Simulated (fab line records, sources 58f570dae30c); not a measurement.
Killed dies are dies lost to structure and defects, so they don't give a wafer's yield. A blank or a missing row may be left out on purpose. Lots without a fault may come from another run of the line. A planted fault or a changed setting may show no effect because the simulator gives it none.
One fault seen from 2 desks | flow berkeley_cmos170 | each desk has only its own numbers; what lay behind them comes last

THE METROLOGY DESK
What the gauges read, lot by lot, whatever tool the lot ran on: means of the sampled wafers that have a number. A lot is out of limits, marked OUT, if its mean lies more than 4 standard deviations from the usual mean; the brackets give that distance. Of its 11 readings 7 are shown: those that lie furthest out on some lot.
Columns: A = cd_nm at UCB170_M1_CD_MEAS_09, usual 700.4 nm; B = M1_OVL at UCB170_M1_OVL_MEAS_10, usual -2 nm; C = cd_nm at UCB170_M1_CD_MEAS_90, usual 701.2 nm; D = V1_TEOS_THK at UCB170_V1_THK_MEAS_01, usual 1988 nm; E = V1_BOW at UCB170_V1_BOW_MEAS_03, usual 19 um; F = cd_nm at UCB170_V1_CD_MEAS_12, usual 699.8 nm; G = V1_OVL at UCB170_V1_OVL_MEAS_13, usual -3 nm
lot  | first seen here | A     | B   | C     | D    | E  | F     | G
L196 | day 9 02:25     | 698.2 | 0   | 698.6 | 1994 | 28 | 697.7 | -0
L193 | day 9 02:49     | 699.2 | -1  | 702.0 | 1972 | 23 | 699.7 | -3
L206 | day 11 02:58    | 702.6 | -1  | 704.5 | 1972 | 16 | 699.4 | -6
L207 | day 11 16:11    | 700.4 | -4  | 702.0 | 1947 | 16 | 700.7 | -12
L214 | day 13 10:04    | 700.3 | -3  | 699.5 | 1999 | 21 | 700.0 | -3
L213 | day 13 12:04    | 698.9 | -12 | 699.9 | 1984 | 17 | 697.9 | -7
L215 | day 13 21:56    | 701.3 | -5  | 700.0 | 2002 | 14 | 699.7 | -4
This desk's finding: nothing out of limits on any of the 7 lots.

THE TOOL OWNER'S DESK: furnace-03
The tool's own readings at UCB170_M1_ANNEAL_14 (time 1200 s): means of the sampled wafers that have a number, for each lot that ran on this tool. A lot is out of limits, marked OUT, if its mean lies more than 4 standard deviations from the usual mean; the brackets give that distance.
Columns: A = tube_center_temp_C_max at UCB170_M1_ANNEAL_14, usual 401.03
lot  | first seen here | A
L196 | day 9 02:56     | 401.04
L193 | day 9 04:16     | 400.98
L206 | day 11 03:37    | 400.86
L207 | day 11 16:43    | 400.98
L214 | day 13 10:35    | 401.01
L213 | day 13 12:37    | 400.92
L215 | day 13 22:25    | 401.03
This desk's finding: nothing out of limits on any of the 7 lots.

PUT TOGETHER
The metrology desk saw nothing out of limits.
The tool owner's desk saw nothing out of limits.

WHAT THE SIMULATOR HAD PUT IN
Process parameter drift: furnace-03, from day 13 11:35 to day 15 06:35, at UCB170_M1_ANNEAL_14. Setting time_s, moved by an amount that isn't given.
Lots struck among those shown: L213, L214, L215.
